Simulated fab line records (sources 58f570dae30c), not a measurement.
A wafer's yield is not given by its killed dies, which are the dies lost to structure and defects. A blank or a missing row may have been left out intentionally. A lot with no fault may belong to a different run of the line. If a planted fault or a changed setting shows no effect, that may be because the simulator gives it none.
Matching of chambers :: flow berkeley_cmos170 :: cmp-02 running UCB170_V1_CMP_02: 4 sister chambers
The step polishes SiO2. 4 wafers are shown with their chamber, then 7 later ones without.

WAFERS PAIRED WITH THEIR CHAMBERS
wafer: L442.5
chamber: 1
motor_current_A (A): 16.0

wafer: L442.6
chamber: 2
motor_current_A (A): 17.0

wafer: L441.1
chamber: 3
motor_current_A (A): 17.8

wafer: L441.2
chamber: 0
motor_current_A (A): 16.9

WAFERS MISSING THEIR CHAMBER
wafer: L441.6
motor_current_A (A): 17.1

wafer: L454.1
motor_current_A (A): 15.6

wafer: L454.3
motor_current_A (A): 16.1

wafer: L454.5
motor_current_A (A): 16.7

wafer: L459.1
motor_current_A (A): 18.6

wafer: L459.2
motor_current_A (A): 16.8

wafer: L459.3
motor_current_A (A): 17.1

WHICH CHAMBER EACH ONE RAN IN
wafer: L441.6
from the rows above: can't be placed: 2 or 0 or 3
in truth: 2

wafer: L454.1
from the rows above: 1
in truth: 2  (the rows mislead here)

wafer: L454.3
from the rows above: can't be placed: 1 or 0
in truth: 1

wafer: L454.5
from the rows above: can't be placed: 0 or 2 or 1
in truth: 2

wafer: L459.1
from the rows above: 3
in truth: 3

wafer: L459.2
from the rows above: can't be placed: 0 or 2 or 1
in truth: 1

wafer: L459.3
from the rows above: can't be placed: 2 or 0 or 3
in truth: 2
Correct placement for 1 of the 7. Can't be placed from these rows: 5 (the true chamber is among the candidates in 5). Placed wrongly: 1.
How it was worked out, from the rows above alone: a wafer's distance from a chamber is the root of the sum, over the readings, of the square of ((its reading less the chamber's mean) divided by the reading's scatter). If the next closest chamber is less than 2 further off than the closest, the wafer can't be placed; otherwise it belongs to the closest. For every chamber, the mean is computed from those of its wafers that are shown. The scatter: root of mean squared gap, hidden wafer to nearest shown wafer, with one shown wafer a chamber.
